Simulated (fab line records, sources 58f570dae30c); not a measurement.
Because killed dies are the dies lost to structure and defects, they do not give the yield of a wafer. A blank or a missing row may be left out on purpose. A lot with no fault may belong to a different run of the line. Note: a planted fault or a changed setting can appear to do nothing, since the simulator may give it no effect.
Split-lot trial || flow berkeley_cmos170 || 23 wafers read across 5 lots, on a route 331 steps long

ABOUT THE SPLIT
At UCB170_ZERO_COAT_01 (resist thk 900 nm), the setting resist_thk_nm was moved away from the recipe's 900 nm on 10 of the 23 wafers read, by -2.9% to +4.1%. For the rest of the wafers, this setting stayed at what the recipe calls for.

Reading taken at the split's own step.

THE READING
KrF_of_ZERO_COAT_01.thk_nm (the simulator's own value, which no gauge read), in nm, at UCB170_ZERO_COAT_01 (resist thk 900 nm). The file does not state a usual value for it. The 13 wafers here that ran the recipe average 899.1 nm, standard deviation 2.5 nm.

{"wafer": "L075.1", "tool, chamber at the split": "litho_track-02, 0", "resist_thk_nm as run, nm": 900, "against the recipe": "recipe", "KrF_of_ZERO_COAT_01.thk_nm, nm": 897, "against lot-mates on the recipe": "-"}
{"wafer": "L075.2", "tool, chamber at the split": "litho_track-02, 0", "resist_thk_nm as run, nm": 874.6, "against the recipe": "-2.8%", "KrF_of_ZERO_COAT_01.thk_nm, nm": 876.2, "against lot-mates on the recipe": -21.3}
{"wafer": "L075.3", "tool, chamber at the split": "litho_track-02, 0", "resist_thk_nm as run, nm": 900, "against the recipe": "recipe", "KrF_of_ZERO_COAT_01.thk_nm, nm": 897.4, "against lot-mates on the recipe": "-"}
{"wafer": "L075.5", "tool, chamber at the split": "litho_track-02, 0", "resist_thk_nm as run, nm": 874.6, "against the recipe": "-2.8%", "KrF_of_ZERO_COAT_01.thk_nm, nm": 872.4, "against lot-mates on the recipe": -25.1}
{"wafer": "L075.6", "tool, chamber at the split": "litho_track-02, 0", "resist_thk_nm as run, nm": 900, "against the recipe": "recipe", "KrF_of_ZERO_COAT_01.thk_nm, nm": 898.1, "against lot-mates on the recipe": "-"}
{"wafer": "L076.2", "tool, chamber at the split": "litho_track-03, 0", "resist_thk_nm as run, nm": 900, "against the recipe": "recipe", "KrF_of_ZERO_COAT_01.thk_nm, nm": 902.4, "against lot-mates on the recipe": "-"}
{"wafer": "L076.4", "tool, chamber at the split": "litho_track-03, 0", "resist_thk_nm as run, nm": 900, "against the recipe": "recipe", "KrF_of_ZERO_COAT_01.thk_nm, nm": 903.7, "against lot-mates on the recipe": "-"}
{"wafer": "L076.5", "tool, chamber at the split": "litho_track-03, 0", "resist_thk_nm as run, nm": 900, "against the recipe": "recipe", "KrF_of_ZERO_COAT_01.thk_nm, nm": 898.8, "against lot-mates on the recipe": "-"}
{"wafer": "L077.1", "tool, chamber at the split": "litho_track-02, 0", "resist_thk_nm as run, nm": 873.9, "against the recipe": "-2.9%", "KrF_of_ZERO_COAT_01.thk_nm, nm": 872.6, "against lot-mates on the recipe": -27.4}
{"wafer": "L077.2", "tool, chamber at the split": "litho_track-02, 0", "resist_thk_nm as run, nm": 873.9, "against the recipe": "-2.9%", "KrF_of_ZERO_COAT_01.thk_nm, nm": 869.6, "against lot-mates on the recipe": -30.4}
{"wafer": "L077.3", "tool, chamber at the split": "litho_track-02, 0", "resist_thk_nm as run, nm": 900, "against the recipe": "recipe", "KrF_of_ZERO_COAT_01.thk_nm, nm": 900, "against lot-mates on the recipe": "-"}
{"wafer": "L077.4", "tool, chamber at the split": "litho_track-02, 0", "resist_thk_nm as run, nm": 900, "against the recipe": "recipe", "KrF_of_ZERO_COAT_01.thk_nm, nm": 899.9, "against lot-mates on the recipe": "-"}
{"wafer": "L077.6", "tool, chamber at the split": "litho_track-02, 0", "resist_thk_nm as run, nm": 873.9, "against the recipe": "-2.9%", "KrF_of_ZERO_COAT_01.thk_nm, nm": 873.4, "against lot-mates on the recipe": -26.6}
{"wafer": "L078.1", "tool, chamber at the split": "litho_track-01, 0", "resist_thk_nm as run, nm": 937.3, "against the recipe": "+4.1%", "KrF_of_ZERO_COAT_01.thk_nm, nm": 932.4, "against lot-mates on the recipe": "+37.4"}
{"wafer": "L078.2", "tool, chamber at the split": "litho_track-01, 0", "resist_thk_nm as run, nm": 900, "against the recipe": "recipe", "KrF_of_ZERO_COAT_01.thk_nm, nm": 896, "against lot-mates on the recipe": "-"}
{"wafer": "L078.3", "tool, chamber at the split": "litho_track-01, 0", "resist_thk_nm as run, nm": 900, "against the recipe": "recipe", "KrF_of_ZERO_COAT_01.thk_nm, nm": 894.1, "against lot-mates on the recipe": "-"}
{"wafer": "L078.5", "tool, chamber at the split": "litho_track-01, 0", "resist_thk_nm as run, nm": 937.3, "against the recipe": "+4.1%", "KrF_of_ZERO_COAT_01.thk_nm, nm": 935.3, "against lot-mates on the recipe": "+40.2"}
{"wafer": "L078.6", "tool, chamber at the split": "litho_track-01, 0", "resist_thk_nm as run, nm": 937.3, "against the recipe": "+4.1%", "KrF_of_ZERO_COAT_01.thk_nm, nm": 930.4, "against lot-mates on the recipe": "+35.4"}
{"wafer": "L083.1", "tool, chamber at the split": "litho_track-03, 0", "resist_thk_nm as run, nm": 900, "against the recipe": "recipe", "KrF_of_ZERO_COAT_01.thk_nm, nm": 900.1, "against lot-mates on the recipe": "-"}
{"wafer": "L083.2", "tool, chamber at the split": "litho_track-03, 0", "resist_thk_nm as run, nm": 900, "against the recipe": "recipe", "KrF_of_ZERO_COAT_01.thk_nm, nm": 900.8, "against lot-mates on the recipe": "-"}
{"wafer": "L083.4", "tool, chamber at the split": "litho_track-03, 0", "resist_thk_nm as run, nm": 885.1, "against the recipe": "-1.7%", "KrF_of_ZERO_COAT_01.thk_nm, nm": 888.5, "against lot-mates on the recipe": -11.9}
{"wafer": "L083.5", "tool, chamber at the split": "litho_track-03, 0", "resist_thk_nm as run, nm": 900, "against the recipe": "recipe", "KrF_of_ZERO_COAT_01.thk_nm, nm": 900.3, "against lot-mates on the recipe": "-"}
{"wafer": "L083.6", "tool, chamber at the split": "litho_track-03, 0", "resist_thk_nm as run, nm": 885.1, "against the recipe": "-1.7%", "KrF_of_ZERO_COAT_01.thk_nm, nm": 887.8, "against lot-mates on the recipe": -12.6}

THE FIT
A straight line over all 23 wafers: KrF_of_ZERO_COAT_01.thk_nm changes by +8.45 nm for each +1% of resist_thk_nm; r = +0.99; the points scatter about the line by 2.7 nm.
The same after taking each lot's own level away (the mean of its wafers on the recipe; 23 wafers): +9.02 nm for each +1%; r = +1.00; scatter 1.9 nm.
According to that fit, moving resist_thk_nm by its largest amount changes the reading by 37 nm.
Measured against the standard deviation above, the lots' own levels, which go from 895.05 to 901.63 nm, span 2.6 times it.
So the lot-to-lot level changes the slope little: the two slopes agree.
Check: for one of the wafers moved furthest among these (+4.1%), held out of the fit, the line's prediction against its lot-mates is +37.6 nm. It came out at +37.4 nm against them.

THE WHOLE CHAIN: every reading that the file lists as answering this split, in the file's order
{"step": "UCB170_ZERO_COAT_01", "what it does": "resist thk 900 nm", "reading": "KrF_of_ZERO_COAT_01.thk_nm (the simulator's own value, which no gauge read)", "change (the file's fit)": "+8.9 nm for each +1% of the setting", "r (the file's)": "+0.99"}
{"step": "UCB170_ZERO_STRIP_07", "what it does": "strips in O2", "reading": "strip_time_to_endpoint_s", "change (the file's fit)": "withheld for each +1% of the setting", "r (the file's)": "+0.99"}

THE FILE'S OWN FIT
KrF_of_ZERO_COAT_01.thk_nm changes by +8.9 nm for each +1% of resist_thk_nm, r = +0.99.
